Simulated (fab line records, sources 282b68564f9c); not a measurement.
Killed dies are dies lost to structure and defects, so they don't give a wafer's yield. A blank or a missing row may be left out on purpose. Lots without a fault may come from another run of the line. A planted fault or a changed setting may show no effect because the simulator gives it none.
Which tool did it? | flow rit_cmos | 14 lots, 42 wafers sampled, at 4 steps of a route of 202

WHAT THE GAUGES READ, wafer by wafer
RIT_NLDD_TW_MEAS_10.
lot  | measured    | on            | NLDD_TW
L763 | day 2 18:08 | film_metro-01 | 2485 2491 2491
L764 | day 2 23:30 | film_metro-03 | 2457 2462 2452
L765 | day 3 06:23 | film_metro-01 | 2497 2495 2507
L769 | day 4 01:14 | film_metro-01 | 2488 2482 2487
L771 | day 4 11:40 | film_metro-02 | 2483 2473 2464
L772 | day 4 14:07 | film_metro-01 | 2472 2482 2490
L774 | day 5 01:31 | film_metro-03 | 2467 2485 2473
L775 | day 5 07:25 | film_metro-01 | 2504 2494 2493
L776 | day 5 16:02 | film_metro-03 | 2489 2483 2468
L777 | day 5 20:40 | film_metro-01 | 2499 2517 2493
L780 | day 6 11:02 | film_metro-03 | 2474 2480 2493
L781 | day 6 13:47 | film_metro-03 | 2484 2477 2485
L782 | day 6 17:28 | film_metro-03 | 2475 2484 2481
L786 | day 7 15:59 | film_metro-03 | 2488 2485 2459

RIT_M1_OVL_MEAS_10.
lot  | measured    | on         | M1_OVL (nm)
L763 | day 3 06:25 | overlay-02 | -1.9 -1.1 -0.5
L764 | day 3 11:56 | overlay-02 | -0.7 -2.1 -3.1
L765 | day 3 19:25 | overlay-01 | -1.4 -1.4 -1.3
L769 | day 4 13:43 | overlay-01 | 771.9 771.5 770.8
L771 | day 5 00:32 | overlay-01 | -1.4 -0.1 -0.5
L772 | day 5 02:28 | overlay-01 | 1.6 0.0 0.1
L774 | day 5 14:07 | overlay-01 | 772.4 771.9 772.8
L775 | day 5 19:58 | overlay-01 | 771.5 770.6 771.1
L776 | day 6 04:21 | overlay-02 | -0.2 0.6 1.1
L777 | day 6 09:52 | overlay-02 | -0.2 -1.3 -1.7
L780 | day 6 23:42 | overlay-01 | 0.6 2.0 2.8
L781 | day 7 03:25 | overlay-01 | -0.4 -1.3 0.6
L782 | day 7 07:59 | overlay-01 | -0.4 -2.5 -1.6
L786 | day 8 04:38 | overlay-01 | 1.0 -0.8 -1.0

WHICH TOOL RAN EACH LOT (tool, then ch and the chambers of the sampled wafers, then the start)
lot  | RIT_SILICIDE_RTA_04             | RIT_M1_EXPOSE_06
L763 | rtp_anneal-01 ch 0, day 3 02:32 | iline_stepper-01 ch 0, day 3 05:53
L764 | rtp_anneal-02 ch 0, day 3 07:49 | iline_stepper-02 ch 0, day 3 11:16
L765 | rtp_anneal-01 ch 0, day 3 15:24 | iline_stepper-02 ch 0, day 3 18:54
L769 | rtp_anneal-01 ch 0, day 4 09:35 | iline_stepper-02 ch 0, day 4 13:11
L771 | rtp_anneal-01 ch 0, day 4 20:31 | iline_stepper-01 ch 0, day 4 23:59
L772 | rtp_anneal-02 ch 0, day 4 22:36 | iline_stepper-01 ch 0, day 5 01:56
L774 | rtp_anneal-02 ch 0, day 5 09:50 | iline_stepper-02 ch 0, day 5 13:35
L775 | rtp_anneal-01 ch 0, day 5 15:56 | iline_stepper-02 ch 0, day 5 19:25
L776 | rtp_anneal-02 ch 0, day 6 00:20 | iline_stepper-01 ch 0, day 6 03:48
L777 | rtp_anneal-01 ch 0, day 6 06:00 | iline_stepper-01 ch 0, day 6 09:19
L780 | rtp_anneal-02 ch 0, day 6 19:23 | iline_stepper-01 ch 0, day 6 23:09
L781 | rtp_anneal-01 ch 0, day 6 23:23 | iline_stepper-01 ch 0, day 7 02:53
L782 | rtp_anneal-02 ch 0, day 7 04:05 | iline_stepper-01 ch 0, day 7 07:26
L786 | rtp_anneal-02 ch 0, day 8 00:28 | iline_stepper-01 ch 0, day 8 04:05
- RIT_SILICIDE_RTA_04: time 10 s, ramp up 5 s, ramp down 5 s.
- RIT_M1_EXPOSE_06: exposes mask M12, target cd 2600 nm.

WHAT THE TOOLS THEMSELVES READ (means of the sampled wafers that have a number; where no wafer has one, the mark that the record gives instead)
RIT_SILICIDE_RTA_04.
lot  | tool          | wafer_temp_C_max
L763 | rtp_anneal-01 | 653.2
L764 | rtp_anneal-02 | 652.5
L765 | rtp_anneal-01 | 651.9
L769 | rtp_anneal-01 | 652.8
L771 | rtp_anneal-01 | 652.8
L772 | rtp_anneal-02 | 652.5
L774 | rtp_anneal-02 | 652.2
L775 | rtp_anneal-01 | 652.2
L776 | rtp_anneal-02 | 653.6
L777 | rtp_anneal-01 | 652.8
L780 | rtp_anneal-02 | 653.1
L781 | rtp_anneal-01 | 653.2
L782 | rtp_anneal-02 | 652.4
L786 | rtp_anneal-02 | 652.5

THE ANSWER, worked out from the rows above alone
Rule: what is usual is taken from the lots themselves. Put in order of their means at a reading, lots are off if they are a third of the lots or fewer, leave a main group of 4 or more, and stand apart from it by a gap of 3 or more times the standard deviation of the main group's means; of several such gaps the widest counts. A main group whose means are all the same, to the digits that the tables above print for the reading, isn't used. A lot without any number at a reading at which 4 lots or more have one is off too. The other lots that the step has rows for count as sound. The gauges are gone through in route order, then the tools' own readings, and for those a lot's mean is taken as printed above. The first step at which some lot is off is used, and at that step the reading that is off furthest; a lot without a number counts as furthest.
Off: L769, L774, L775, at RIT_M1_OVL_MEAS_10 (M1_OVL). The main group: mean -0.5 nm, standard deviation 1.1.
A tool fits if, at a process step before that reading, it ran every lot that is off, and no sound lot after the first of them. The gauges at RIT_M1_OVL_MEAS_10 are tried like those tools. One fits: iline_stepper-02 at RIT_M1_EXPOSE_06. Its last sound lot is L765 (day 3 18:54), its first lot that is off L769 (day 4 13:11): a fault that began between those two fits.

WHAT THE SIMULATOR HAD PUT IN
Scanner matching overlay: iline_stepper-02, from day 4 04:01 on, at RIT_M1_EXPOSE_06. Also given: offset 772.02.
Lots struck among those shown: L769, L774, L775. The rule above found the same.
